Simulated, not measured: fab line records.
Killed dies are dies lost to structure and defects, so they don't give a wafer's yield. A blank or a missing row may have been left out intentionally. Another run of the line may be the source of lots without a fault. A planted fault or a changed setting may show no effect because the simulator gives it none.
Which of the tools did it? -- flow berkeley cmos170 -- 6 lots, 18 wafers sampled, at 2 steps of a route of 331

== WHAT THE GAUGES READ, wafer by wafer ==
UCB170_M2_OVL_MEAS_16.
lot,measured,on,M2_OVL (nm)
L870,day 8 05:03,overlay-02,-7 -3 -2
L871,day 8 10:33,overlay-02,4 4 3
L875,day 9 08:01,overlay-01,-3 0 1
L881,day 10 10:31,overlay-01,10 7 11
L886,day 11 11:33,overlay-02,1 1 0
L890,day 12 03:08,overlay-01,3 -1 8

== EACH LOT AND THE TOOL THAT RAN IT (in order: tool; ch and the chambers of the sampled wafers; start) ==
lot,UCB170_NWELL_STRIP_15
L870,"plasma asher-01 ch 0,1, day 2 16:21"
L871,"plasma asher-02 ch 1, day 2 22:23"
L875,"plasma asher-02 ch 0,1, day 3 15:21"
L881,"plasma asher-04 ch 0,1, day 4 21:19"
L886,"plasma asher-01 ch 0,1, day 6 02:10"
L890,"plasma asher-01 ch 0,1, day 6 17:11"
- UCB170_NWELL_STRIP_15: strips in O2.

== THE ANSWER, worked out from the rows above alone ==
Rule: usual is defined by the lots themselves. The widest of any qualifying gaps counts: lots, ordered by their means at a reading, are off when they make up no more than a third of the lots, leave a main group of 4 or more, and stand apart from it by 3 or more times the standard deviation of that group's means. Not used: any main group whose means are identical at the precision the tables above print for the reading. A lot without any number at a reading at which 4 lots or more have one is off too. All remaining lots with rows at the step are treated as sound.
Nothing can be told from this: no lot is off at any reading shown.

== WHAT THE SIMULATOR HAD PUT IN ==
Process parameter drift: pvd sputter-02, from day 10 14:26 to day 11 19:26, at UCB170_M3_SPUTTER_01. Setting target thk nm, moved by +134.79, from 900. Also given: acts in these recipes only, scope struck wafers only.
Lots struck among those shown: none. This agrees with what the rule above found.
